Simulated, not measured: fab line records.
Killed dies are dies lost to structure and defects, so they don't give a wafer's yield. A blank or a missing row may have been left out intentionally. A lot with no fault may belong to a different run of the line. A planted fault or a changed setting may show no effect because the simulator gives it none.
Which tool was responsible? / flow rit cmos / 21 wafers sampled from 7 lots at 1 step of a route of 202

== WHAT EACH GAUGE READ, for each wafer ==
RIT_ACTIVE_BOW_MEAS_00.
lot=L763; measured=day 1 15:00; on=film metro-03; INCOMING_BOW (um)=8 10 5
lot=L766; measured=day 2 06:01; on=film metro-03; INCOMING_BOW (um)=-8 1 -2
lot=L768; measured=day 2 16:00; on=film metro-01; INCOMING_BOW (um)=8 5 0
lot=L770; measured=day 3 02:00; on=film metro-03; INCOMING_BOW (um)=9 -7 -6
lot=L774; measured=day 3 22:01; on=film metro-01; INCOMING_BOW (um)=7 -4 9
lot=L779; measured=day 4 23:00; on=film metro-04; INCOMING_BOW (um)=9 4 -3
lot=L785; measured=day 6 05:00; on=film metro-01; INCOMING_BOW (um)=4 -6 3

== EACH LOT AND THE TOOL THAT RAN IT (in order: tool; ch and the chambers of the sampled wafers; start) ==
No process step before these readings appears in the record.

== THE ANSWER, worked out from the rows above alone ==
Rule: what is usual is taken from the lots themselves. The widest of any qualifying gaps counts: lots, ordered by their means at a reading, are off when they make up no more than a third of the lots, leave a main group of 4 or more, and stand apart from it by 3 or more times the standard deviation of that group's means. Not used: any main group whose means are identical at the precision the tables above print for the reading. Also off: a lot with no number at a reading for which 4 or more lots have one. Where the step has rows for the other lots, those lots are counted as sound.
None of the lots is off at any reading shown; this tells nothing.

== WHAT THE SIMULATOR HAD PUT IN ==
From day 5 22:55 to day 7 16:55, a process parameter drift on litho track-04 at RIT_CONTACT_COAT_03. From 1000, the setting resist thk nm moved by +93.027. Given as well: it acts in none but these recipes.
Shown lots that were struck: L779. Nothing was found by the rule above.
